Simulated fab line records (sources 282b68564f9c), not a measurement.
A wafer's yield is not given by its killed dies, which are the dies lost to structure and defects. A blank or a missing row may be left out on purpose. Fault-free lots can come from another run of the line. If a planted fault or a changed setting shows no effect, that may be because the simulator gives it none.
8D (eight disciplines) problem report, filled in by code :: flow ritCmos :: the parts of the form that need people (team, actions taken, sign-off) are left out

== 1. WHAT WENT WRONG ==
Across 6 wafers from 2 lots, GATE_POLY_THK at RIT_GATE_THK_MEAS_09 averages 306.1 nm, while fault-free wafers read 249.8 nm with a standard deviation of 2.5. Relative to the usual mean, that is a shift of +23 standard deviations.
The first sign was on wafer L321.2 at day 5 10:43, on filmMetro-04. The record has a number at this step for 42 wafers belonging to 14 lots. The rule behind "out" and "out of limits": a value lying over 4 standard deviations away from the usual mean. All remaining wafers that have a number are taken as sound.

== 2. WHAT IT IS; WHAT IT IS NOT ==
question: which readings at this step
is: GATE_POLY_THK
is not: -

question: which lots
is: L321, L324
is not: L308, L309, L311, L312, L313, L315, L316, L317, L318, L326, L329, L330

question: which wafers of those lots
is: all that have a number
is not: -

question: read on which gauges
is: filmMetro-02, filmMetro-04
is not: filmMetro-01

question: when
is: from day 5 10:43
is not: up to then (27 sound wafers); but 9 sound wafers of L326, L329, L330 came after

== 3. WHAT RULES OUT EACH SUSPECT ==
Counting: a tool at a process step up to the reading stays a suspect if it ran every lot that is out and no sound lot after the first of them.
- the gauge at RIT_GATE_THK_MEAS_09 is ruled out. Those wafers that are out were read across 2 gauges (filmMetro-02, filmMetro-04).
- lpcvd-01 at RIT_GATE_CVD_08 (deposits poly-Si from SiH4, target thk 250 nm, time 2220 s): kept. All lots that are out passed through it, beginning with L321 at day 5 09:06, and no sound lot followed; its final sound lot before that point was L316 at day 4 12:47. On those wafers its own readings are out: pressureMtorr.
Left after counting: lpcvd-01 at RIT_GATE_CVD_08.

== 4. THE CAUSE (what the simulator had put in) ==
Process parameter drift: lpcvd-01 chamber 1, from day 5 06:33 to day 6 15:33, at RIT_GATE_CVD_08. From 300, the setting pressureMtorr moved by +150. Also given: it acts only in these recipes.
After counting, this tool was the only one left.

== 5. THE EFFECT CHAIN, in route order ==
One row per reading whose mean, taken over the struck wafers that have a number, lies over 3 standard deviations from the usual. Only readings for which the record gives a usual standard deviation are gone through. hours: the time from each lot's start at the first step in this table that gives one to its start at this step, as a median over the lots. sigmas: the change in usual standard deviations.
hours: 0
step: RIT_GATE_CVD_08
reading: pressureMtorr
usual: 299.8 mTorr
on struck wafers: 449.9
change: +150.1
sigmas: +99 or more

hours: 2
step: RIT_GATE_THK_MEAS_09
reading: GATE_POLY_THK
usual: 249.8 nm
on struck wafers: 306.1
change: +56.3
sigmas: +23

hours: 3
step: RIT_GATE_ETCH_19
reading: oesProductAu
usual: 0.850 a.u.
on struck wafers: 0.977
change: +0.127
sigmas: +12
Its process steps:
- RIT_GATE_CVD_08: deposits poly-Si from SiH4, target thk 250 nm, time 2220 s.
- RIT_GATE_ETCH_19: etches poly-Si in SF6/CHF3/O2, stops on SiO2, time 165 s, target depth 312.5 nm.

== 6. WHAT WOULD HAVE CAUGHT IT SOONER ==
The first out-of-limits reading at a measuring or inspecting step in this record came at day 5 10:43, 4 hours after the fault's start at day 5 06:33.
The tool's own readings at RIT_GATE_CVD_08 were out on every struck wafer that the step has a row for (pressureMtorr): an alarm limit on them would have fired on the first of those.
Of the lots that are out (2), L324 began RIT_GATE_CVD_08 on lpcvd-01 after day 5 10:43. Had the tool been put on hold then, it would have been spared.
